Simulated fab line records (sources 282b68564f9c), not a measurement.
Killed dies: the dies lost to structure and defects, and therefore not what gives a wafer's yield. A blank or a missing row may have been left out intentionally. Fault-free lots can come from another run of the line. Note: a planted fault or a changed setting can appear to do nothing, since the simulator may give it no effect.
A lot that was struck, set against a sound lot ; flow rit-cmos ; 44 steps out of a route of 202
Sound: wafers L226.1, L226.2, L226.4. The struck wafers were L236.2, L236.5, L236.6. Last of all comes the cause.
For every step that has rows: the tool of each side, followed by ch and its chambers, followed by its first start. Under that, the readings that differ: sound wafers ; struck wafers ; difference of the means ; sigmas: that difference in standard deviations of wafers without a fault.
alike: a reading whose means differ by less than 2 such deviations, as well as words and numbers matching on both sides. not compared: withheld readings; readings where some wafer has no value; bounds like >300 that might hide an equal value; numbers whose values overlap and for which the record gives no deviation.
A row with sigmas, a row that says differs or no value, or rows on one side alone: a step with any of these is where the two part. Numbers that have no deviation but don't overlap get no sigmas and don't part them. Lack of a reading on every wafer of one side parts them only where that side has two or more wafers.

first, 4 steps without rows for these wafers: RIT_PLDD_SOFTBAKE_02 (time 60 s); RIT_PLDD_EXPOSE_03 (exposes mask M8, target cd 40900 nm); RIT_PLDD_PEB_04; RIT_PLDD_DEVELOP_05 (develop time 50 s).
RIT_PLDD_OVL_MEAS_06:
  sound on overlay-02, day 3 04:22; struck on overlay-02, day 5 12:05
  alike: PLDD_OVL
then, 2 steps without rows for these wafers: RIT_PLDD_HARDBAKE_07 (time 60 s); RIT_PLDD_IMPLANT_08.
RIT_PLDD_STRIP_09: strips in O2, time 180 s.
  sound on plasma-asher-04 ch 0,1, day 3 04:43; struck on plasma-asher-04 ch 0,1, day 5 12:25
  alike: drypump-motor-current-A, o2-flow-sccm
  not compared: rf-hours-counter-h
RIT_PLDD_TW_MEAS_10:
  sound on film-metro-01, day 3 04:53; struck on film-metro-01, day 5 12:36
  alike: PLDD_TW
then, 3 steps without rows for these wafers: RIT_SPACER_CLEAN_00 (cleans in SC1, time 600 s); RIT_SPACER_CLEAN_01 (cleans in dHF, time 30 s); RIT_SPACER_CLEAN_02 (cleans in SC2, time 600 s).
RIT_SPACER_CVD_03: deposits Si3N4 from SiH2Cl2/NH3, target thk 250 nm, time 3300 s.
  sound on lpcvd-02 ch 0, day 3 05:19; struck on lpcvd-02 ch 0, day 5 13:01
reading;sound;struck;difference;sigmas
model.Si3N4_of_SPACER_CVD_03.thk-nm (nm);247.8 248.8 248.7;144.4 147.1 148.5;-101.8;
  alike: pressure-mtorr, spike-tc-centre-C
RIT_SPACER_THK_MEAS_04:
  sound on film-metro-04, day 3 07:14; struck on film-metro-03, day 5 15:54
reading;sound;struck;difference;sigmas
SPACER_NITRIDE_THK (nm);247.8 248.4 249.0;144.4 147.2 148.7;-101.6;-38
RIT_SPACER_ETCHBACK_05: etches Si3N4 in SF6/CHF3, stops on SiO2, target depth 250 nm, time 240 s.
  sound on rie-diel-04 ch 0,2,3, day 3 07:17; struck on rie-diel-03 ch 2,3, day 5 15:57
reading;sound;struck;difference;sigmas
oes-product-au (a.u.);0.825 0.822 0.845;0.593 0.610 0.593;-0.232;-17
model.etch.depth-nm (nm);247.8 248.8 248.7;144.4 147.1 148.5;-101.8;
  alike: drypump-motor-current-A, throttle-valve-pct
  not compared: rf-hours-counter-h
then, 6 steps without rows for these wafers: RIT_NSD_HMDS_00 (prime time 60 s); RIT_NSD_COAT_01 (resist thk 1000 nm); RIT_NSD_SOFTBAKE_02 (time 60 s); RIT_NSD_EXPOSE_03 (exposes mask M9, target cd 40700 nm); RIT_NSD_PEB_04; RIT_NSD_DEVELOP_05 (develop time 50 s).
RIT_NSD_OVL_MEAS_06:
  sound on overlay-01, day 3 08:32; struck on overlay-02, day 5 17:05
  alike: NSD_OVL
then, 2 steps without rows for these wafers: RIT_NSD_HARDBAKE_07 (time 60 s); RIT_NSD_IMPLANT_08.
RIT_NSD_STRIP_09: strips in O2, time 180 s.
  sound on plasma-asher-03 ch 0,1, day 3 08:52; struck on plasma-asher-02 ch 0,1, day 5 17:25
  alike: drypump-motor-current-A, o2-flow-sccm
  not compared: rf-hours-counter-h
RIT_NSD_TW_MEAS_10:
  sound on film-metro-01, day 3 09:02; struck on film-metro-01, day 5 17:36
  alike: NSD_TW
then, 6 steps without rows for these wafers: RIT_PSD_HMDS_00 (prime time 60 s); RIT_PSD_COAT_01 (resist thk 1000 nm); RIT_PSD_SOFTBAKE_02 (time 60 s); RIT_PSD_EXPOSE_03 (exposes mask M10, target cd 40900 nm); RIT_PSD_PEB_04; RIT_PSD_DEVELOP_05 (develop time 50 s).
RIT_PSD_OVL_MEAS_06:
  sound on overlay-02, day 3 10:16; struck on overlay-01, day 5 18:39
  alike: PSD_OVL
then, 2 steps without rows for these wafers: RIT_PSD_HARDBAKE_07 (time 60 s); RIT_PSD_IMPLANT_08.
RIT_PSD_STRIP_09: strips in O2, time 180 s.
  sound on plasma-asher-02 ch 0,1, day 3 10:36; struck on plasma-asher-03 ch 0,1, day 5 18:59
  alike: drypump-motor-current-A, o2-flow-sccm
  not compared: rf-hours-counter-h
RIT_PSD_TW_MEAS_10:
  sound on film-metro-02, day 3 10:47; struck on film-metro-03, day 5 19:10
  alike: PSD_TW
then, 3 steps without rows for these wafers: RIT_SDANNEAL_CLEAN_00 (cleans in SC1, time 600 s); RIT_SDANNEAL_CLEAN_01 (cleans in dHF, time 30 s); RIT_SDANNEAL_CLEAN_02 (cleans in SC2, time 600 s).
RIT_SDANNEAL_RTA_03: time 5 s.
  sound on rtp-anneal-01 ch 0, day 3 11:16; struck on rtp-anneal-01 ch 0, day 5 19:35
  alike: anneal-temp-c-max, ramp-up-c-per-s, wafer_temp_C_max
RIT_SDANNEAL_RS_MEAS_04: uses a four-point probe to measure.
  sound on film-metro-01, day 3 11:19; struck on film-metro-01, day 5 19:40
  alike: PSD_RS
RIT_SILICIDE_WET_ETCH_00: etches SiO2 in BOE, target depth 14 nm, time 15 s.
  sound on wet-bench-04 ch 3, day 3 11:48; struck on wet-bench-03 ch 3, day 5 20:07
reading;sound;struck;difference;sigmas
model.Si3N4_of_SPACER_CVD_03.thk-nm (nm);192.8 193.3 195;111.8 113.6 115.1;-80.2;
  alike: temp-c
RIT_M1_PROBE_99:
  sound on prober-02, day 3 19:27; struck on prober-01, day 6 03:02
reading;sound;struck;difference;sigmas
killed-at-front-end;4 5 6;19 5 10;+6;+2
killed-dies;5 5 6;19 5 10;+6;+2
killed-open;3 1 2;11 2 8;+5;+2
  alike: killed-at-contacts, killed-short

## WHERE THEY PART
At RIT_SPACER_THK_MEAS_04 first; at RIT_M1_PROBE_99 last (within this record only).

WHY: whatever the simulator had introduced
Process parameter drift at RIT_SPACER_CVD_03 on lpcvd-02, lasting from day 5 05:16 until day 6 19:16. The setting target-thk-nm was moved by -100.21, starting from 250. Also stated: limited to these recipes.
